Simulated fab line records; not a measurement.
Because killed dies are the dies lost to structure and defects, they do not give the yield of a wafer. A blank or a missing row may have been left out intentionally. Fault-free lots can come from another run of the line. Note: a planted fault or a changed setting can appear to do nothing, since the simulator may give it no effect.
Matching of chambers | flow berkeleyCmos170 | 4 sister chambers for UCB170_CONTACT_ETCH_17 on rieDiel-01
The step etches BARC in N2/H2. 4 wafers are shown with their chamber, then 7 later ones without.

== WAFERS, EACH WITH ITS CHAMBER ==
wafer  | chamber | drypumpMotorCurrentA (A)
L857.1 | 0       | 6.1
L857.4 | 1       | 5.0
L865.1 | 2       | 5.9
L865.3 | 3       | 4.9

== WAFERS WHOSE CHAMBER IS MISSING ==
wafer  | drypumpMotorCurrentA (A)
L865.4 | 5.1
L863.1 | 4.9
L863.2 | 6.0
L863.6 | 6.0
L868.4 | 5.9
L868.5 | 6.1
L868.6 | 5.1

== WHICH CHAMBER EACH WENT THROUGH ==
wafer  | from the rows above     | in truth
L865.4 | can't be placed: 1 or 3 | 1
L863.1 | can't be placed: 3 or 1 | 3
L863.2 | can't be placed: 0 or 2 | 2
L863.6 | can't be placed: 0 or 2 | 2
L868.4 | 2                       | 2
L868.5 | 0                       | 0
L868.6 | can't be placed: 1 or 3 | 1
2 of 7 placed correctly. Can't be placed from these rows: 5 (the true chamber is among the candidates in 5). Number placed wrongly: 0.
How it was worked out, from the rows above alone: a wafer's distance from a chamber is the root of the sum, over the readings, of the square of ((its reading less the chamber's mean) divided by the reading's scatter). The wafer belongs to the nearest chamber; if the next one is less than 2 further off, it can't be placed. The mean given for a chamber averages the wafers shown for that chamber. The scatter: with one shown wafer a chamber, the root of the mean of the squares of how far each hidden wafer lies from its nearest shown one.
